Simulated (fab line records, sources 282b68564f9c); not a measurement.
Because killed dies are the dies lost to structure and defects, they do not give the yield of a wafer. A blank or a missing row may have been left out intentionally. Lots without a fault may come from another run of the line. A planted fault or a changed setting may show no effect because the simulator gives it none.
Struck lot and sound lot, side by side -- flow rit cmos -- 15 steps out of a route of 202
Sound: wafers L125.2, L125.4, L125.5. The struck wafers were L137.2, L137.3, L137.4. Last of all comes the cause.
Each step with rows lists, per side, the tool, then ch with its chambers, then its first start. Under that, the readings that differ: sound wafers -- struck wafers -- difference of the means -- sigmas: that difference in standard deviations of wafers without a fault.
alike: readings whose means differ by less than 2 such deviations, and words and numbers that are the same on both sides. not compared: withheld readings, readings that some wafer has no value for, bounds like >300 that may hide the same value, and numbers for which the record gives no deviation and whose values overlap.
A row with sigmas, a row that says differs or no value, or rows on one side alone: a step with any of these is where the two part. Numbers that have no deviation but don't overlap get no sigmas and don't part them. A reading that every wafer of one side lacks parts them only if that side has two wafers or more.

first, 3 steps without rows for these wafers: RIT_ACTIVE_CLEAN_16 (cleans in dHF, time 30 s); RIT_ACTIVE_CLEAN_17 (cleans in SC2, time 600 s); RIT_FOX1_OXIDATION_00 (target thk 350.7 nm, ox time 1130 s).
RIT_FOX1_THK_MEAS_01:
  sound on film metro-02, day 1 17:46; struck on film metro-02, day 4 05:05
  alike: FOX1_OXIDE_THK
then, 2 steps without rows for these wafers: RIT_FOX1_WET_ETCH_02 (etches SiO2 in BOE, target depth 350 nm, time 390 s); RIT_FOX2_OXIDATION_00 (target thk 350.7 nm, ox time 1130 s).
RIT_FOX2_THK_MEAS_01:
  sound on film metro-04, day 1 19:32; struck on film metro-02, day 4 06:34
reading,sound,struck,difference,sigmas
FOX2_OXIDE_THK (nm),351 357 361,341 340 344,-15,-2
then, 2 steps without rows for these wafers: RIT_FOX2_CLEAN_02 (cleans in dHF, time 180 s); RIT_FOX2_WET_ETCH_03 (etches Si3N4 in H3PO4, target depth 195 nm, time 2700 s).
RIT_FOX2_THK_MEAS_90:
  sound on film metro-02, day 1 20:25; struck on film metro-04, day 4 07:31
reading,sound,struck,difference,sigmas
FIELD_OXIDE_LEFT_1_THK (nm),323 329 333,314 313 317,-14,-2
then, 2 steps without rows for these wafers: RIT_NWELL_HMDS_00 (prime time 60 s); RIT_NWELL_COAT_01 (resist thk 1300 nm).
RIT_NWELL_SOFTBAKE_02: time 60 s.
  sound on litho track-02 ch 0, day 1 20:47; struck on litho track-02 ch 0, day 4 07:53
reading,sound,struck,difference,sigmas
heater power total W (W),34.60 34.53 34.57,35.94 35.91 35.78,+1.31,+26
run length s (s),89.45 89.52 89.32,82.24 82.29 82.22,-7.18,-42
then, 1 step without rows for these wafers: RIT_NWELL_EXPOSE_03 (exposes mask M2, target cd 43900 nm).
RIT_M1_PROBE_99:
  sound on prober-02, day 3 09:00; struck on prober-01, day 5 20:33
reading,sound,struck,difference,sigmas
killed_at_M0_to_M3,0 0 0,1 0 0,+0,+4
  alike: killed at contacts, killed at front end, killed dies, killed open, killed short

WHERE THEY PART
At RIT_FOX2_THK_MEAS_01 first; at RIT_M1_PROBE_99 last (within this record only).

WHY: the cause the simulator had injected
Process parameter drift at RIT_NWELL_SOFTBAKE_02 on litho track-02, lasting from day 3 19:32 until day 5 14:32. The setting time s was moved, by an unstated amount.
